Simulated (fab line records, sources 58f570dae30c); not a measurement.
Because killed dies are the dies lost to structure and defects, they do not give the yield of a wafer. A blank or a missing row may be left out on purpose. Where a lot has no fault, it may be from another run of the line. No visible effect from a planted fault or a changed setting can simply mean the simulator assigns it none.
Which tool is to blame? / flow berkeley cmos170 / 15 lots, 45 wafers sampled, at 4 steps of a route of 331

WHAT THE GAUGES READ, wafer by wafer
UCB170_WELLDRIVE_THK_MEAS_02.
lot=L642; measured=day 4 06:58; on=film metro-01; WELLDRIVE_OXIDE_THK (nm)=201 200 194
lot=L644; measured=day 4 06:55; on=film metro-02; WELLDRIVE_OXIDE_THK (nm)=200 197 199
lot=L645; measured=day 4 19:09; on=film metro-03; WELLDRIVE_OXIDE_THK (nm)=196 198 194
lot=L646; measured=day 4 19:08; on=film metro-02; WELLDRIVE_OXIDE_THK (nm)=205 204 204
lot=L647; measured=day 5 02:30; on=film metro-01; WELLDRIVE_OXIDE_THK (nm)=197 197 199
lot=L648; measured=day 5 02:34; on=film metro-01; WELLDRIVE_OXIDE_THK (nm)=196 198 197
lot=L650; measured=day 5 02:32; on=film metro-02; WELLDRIVE_OXIDE_THK (nm)=198 195 199
lot=L652; measured=day 5 17:16; on=film metro-03; WELLDRIVE_OXIDE_THK (nm)=194 194 198
lot=L651; measured=day 5 17:15; on=film metro-01; WELLDRIVE_OXIDE_THK (nm)=197 201 202
lot=L653; measured=day 6 00:46; on=film metro-01; WELLDRIVE_OXIDE_THK (nm)=203 201 200
lot=L657; measured=day 6 18:02; on=film metro-02; WELLDRIVE_OXIDE_THK (nm)=199 201 202
lot=L660; measured=day 7 06:45; on=film metro-02; WELLDRIVE_OXIDE_THK (nm)=199 199 192
lot=L661; measured=day 7 19:25; on=film metro-03; WELLDRIVE_OXIDE_THK (nm)=206 203 203
lot=L663; measured=day 8 07:02; on=film metro-02; WELLDRIVE_OXIDE_THK (nm)=195 193 196
lot=L664; measured=day 8 12:56; on=film metro-03; WELLDRIVE_OXIDE_THK (nm)=198 195 192

UCB170_FIELD_THK_MEAS_90.
lot=L642; measured=day 5 15:49; on=film metro-04; FIELD_OXIDE_LEFT_1_THK (nm)=443 444 445
lot=L644; measured=day 5 15:49; on=film metro-01; FIELD_OXIDE_LEFT_1_THK (nm)=442 445 442
lot=L645; measured=day 6 01:25; on=film metro-02; FIELD_OXIDE_LEFT_1_THK (nm)=449 457 460
lot=L646; measured=day 6 01:24; on=film metro-01; FIELD_OXIDE_LEFT_1_THK (nm)=448 452 450
lot=L647; measured=day 6 08:22; on=film metro-02; FIELD_OXIDE_LEFT_1_THK (nm)=438 432 445
lot=L648; measured=day 6 08:22; on=film metro-01; FIELD_OXIDE_LEFT_1_THK (nm)=440 437 446
lot=L650; measured=day 6 08:27; on=film metro-02; FIELD_OXIDE_LEFT_1_THK (nm)=438 438 443
lot=L652; measured=day 7 07:07; on=film metro-04; FIELD_OXIDE_LEFT_1_THK (nm)=450 443 443
lot=L651; measured=day 7 07:05; on=film metro-02; FIELD_OXIDE_LEFT_1_THK (nm)=447 443 445
lot=L653; measured=day 7 12:18; on=film metro-04; FIELD_OXIDE_LEFT_1_THK (nm)=427 423 431
lot=L657; measured=day 8 05:32; on=film metro-02; FIELD_OXIDE_LEFT_1_THK (nm)=436 436 433
lot=L660; measured=day 8 17:34; on=film metro-02; FIELD_OXIDE_LEFT_1_THK (nm)=430 433 430
lot=L661; measured=day 9 08:19; on=film metro-01; FIELD_OXIDE_LEFT_1_THK (nm)=451 450 443
lot=L663; measured=day 9 18:14; on=film metro-01; FIELD_OXIDE_LEFT_1_THK (nm)=446 441 461
lot=L664; measured=day 10 01:12; on=film metro-01; FIELD_OXIDE_LEFT_1_THK (nm)=432 443 425

UCB170_PVT_TW_MEAS_09.
lot=L642; measured=day 6 09:40; on=film metro-04; PVT_TW=507 505 509
lot=L644; measured=day 6 09:55; on=film metro-01; PVT_TW=499 501 502
lot=L645; measured=day 6 17:33; on=film metro-02; PVT_TW=511 515 517
lot=L646; measured=day 6 17:19; on=film metro-01; PVT_TW=500 495 499
lot=L647; measured=day 7 01:57; on=film metro-01; PVT_TW=502 502 503
lot=L648; measured=day 7 01:40; on=film metro-01; PVT_TW=501 502 502
lot=L650; measured=day 7 01:36; on=film metro-02; PVT_TW=510 512 510
lot=L652; measured=day 7 23:16; on=film metro-01; PVT_TW=504 504 503
lot=L651; measured=day 8 00:15; on=film metro-01; PVT_TW=505 505 503
lot=L653; measured=day 8 04:44; on=film metro-04; PVT_TW=512 510 513
lot=L657; measured=day 8 22:46; on=film metro-04; PVT_TW=513 508 511
lot=L660; measured=day 9 11:01; on=film metro-02; PVT_TW=510 510 512
lot=L661; measured=day 10 03:09; on=film metro-04; PVT_TW=512 512 511
lot=L663; measured=day 10 10:31; on=film metro-04; PVT_TW=514 508 510
lot=L664; measured=day 10 15:17; on=film metro-04; PVT_TW=512 510 512

EACH LOT AND THE TOOL THAT RAN IT (in order: tool; ch and the chambers of the sampled wafers; start)
lot=L642; UCB170_NWELL_HMDS_06=litho track-04 ch 0, day 2 18:31
lot=L644; UCB170_NWELL_HMDS_06=litho track-01 ch 0, day 3 04:07
lot=L645; UCB170_NWELL_HMDS_06=litho track-01 ch 0, day 3 14:10
lot=L646; UCB170_NWELL_HMDS_06=litho track-03 ch 0, day 3 14:15
lot=L647; UCB170_NWELL_HMDS_06=litho track-04 ch 0, day 3 14:19
lot=L648; UCB170_NWELL_HMDS_06=litho track-04 ch 0, day 3 22:52
lot=L650; UCB170_NWELL_HMDS_06=litho track-01 ch 0, day 4 01:23
lot=L652; UCB170_NWELL_HMDS_06=litho track-03 ch 0, day 4 09:18
lot=L651; UCB170_NWELL_HMDS_06=litho track-01 ch 0, day 4 09:20
lot=L653; UCB170_NWELL_HMDS_06=litho track-04 ch 0, day 4 15:53
lot=L657; UCB170_NWELL_HMDS_06=litho track-04 ch 0, day 5 13:12
lot=L660; UCB170_NWELL_HMDS_06=litho track-04 ch 0, day 6 02:40
lot=L661; UCB170_NWELL_HMDS_06=litho track-04 ch 0, day 6 10:05
lot=L663; UCB170_NWELL_HMDS_06=litho track-01 ch 0, day 6 23:48
lot=L664; UCB170_NWELL_HMDS_06=litho track-01 ch 0, day 7 03:50
- UCB170_NWELL_HMDS_06: prime time 60 s.

AS READ BY THE TOOLS THEMSELVES (means over the sampled wafers that have a number; for cases with no such wafer, the mark the record gives instead)
UCB170_NWELL_HMDS_06.
lot=L642; tool=litho track-04; chill plate temp C (C)=23.06; prime temp c (C)=100.02; resist line temp C (C)=23.12
lot=L644; tool=litho track-01; chill plate temp C (C)=23.06; prime temp c (C)=100.01; resist line temp C (C)=22.97
lot=L645; tool=litho track-01; chill plate temp C (C)=23.00; prime temp c (C)=99.91; resist line temp C (C)=23.10
lot=L646; tool=litho track-03; chill plate temp C (C)=23.02; prime temp c (C)=99.92; resist line temp C (C)=22.96
lot=L647; tool=litho track-04; chill plate temp C (C)=22.96; prime temp c (C)=100.16; resist line temp C (C)=22.87
lot=L648; tool=litho track-04; chill plate temp C (C)=22.97; prime temp c (C)=99.90; resist line temp C (C)=22.97
lot=L650; tool=litho track-01; chill plate temp C (C)=23.00; prime temp c (C)=100.10; resist line temp C (C)=23.00
lot=L652; tool=litho track-03; chill plate temp C (C)=22.98; prime temp c (C)=100.09; resist line temp C (C)=22.90
lot=L651; tool=litho track-01; chill plate temp C (C)=22.98; prime temp c (C)=100.03; resist line temp C (C)=23.00
lot=L653; tool=litho track-04; chill plate temp C (C)=22.98; prime temp c (C)=99.94; resist line temp C (C)=22.98
lot=L657; tool=litho track-04; chill plate temp C (C)=23.01; prime temp c (C)=99.22; resist line temp C (C)=23.07
lot=L660; tool=litho track-04; chill plate temp C (C)=23.02; prime temp c (C)=99.28; resist line temp C (C)=22.91
lot=L661; tool=litho track-04; chill plate temp C (C)=23.03; prime temp c (C)=99.18; resist line temp C (C)=22.91
lot=L663; tool=litho track-01; chill plate temp C (C)=23.07; prime temp c (C)=100.22; resist line temp C (C)=22.95
lot=L664; tool=litho track-01; chill plate temp C (C)=22.97; prime temp c (C)=100.04; resist line temp C (C)=23.08

THE ANSWER, worked out from the rows above alone
Rule: usual is defined by the lots themselves. The widest of any qualifying gaps counts: lots, ordered by their means at a reading, are off when they make up no more than a third of the lots, leave a main group of 4 or more, and stand apart from it by 3 or more times the standard deviation of that group's means. A main group whose means are all the same, to the digits that the tables above print for the reading, isn't used. A lot without any number at a reading at which 4 lots or more have one is off too. All remaining lots with rows at the step are treated as sound. After the gauges, taken in route order, come the tools' own readings; for these a lot's mean is taken, as printed above. At the first step where some lot is off, the reading lying furthest off is the one used; lots without a number count as furthest.
Off: L657, L660, L661 (UCB170_NWELL_HMDS_06, prime temp c). Main group: mean 100.03 C, sd 0.097.
If a tool, at that step or one of the process steps before it, ran each lot that is off and ran no sound lot following the first of them, it fits. One candidate fits, namely litho track-04 at UCB170_NWELL_HMDS_06. A fault onset in the window from L653 (day 4 15:53, its last sound lot) to L657 (day 5 13:12, its first lot off) fits.
On the lots that are off, the tool's own readings at UCB170_NWELL_HMDS_06 differ by more than 5 times the standard deviation of the sound lots' means, which bears it out; prime temp c reads 99.23 C there versus 100.03 C on the sound lots.

WHAT THE SIMULATOR HAD INSERTED
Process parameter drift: litho track-04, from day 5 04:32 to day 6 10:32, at UCB170_NWELL_HMDS_06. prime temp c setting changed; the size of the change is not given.
Struck lots among those shown: L657, L660, L661. This agrees with what the rule above found.
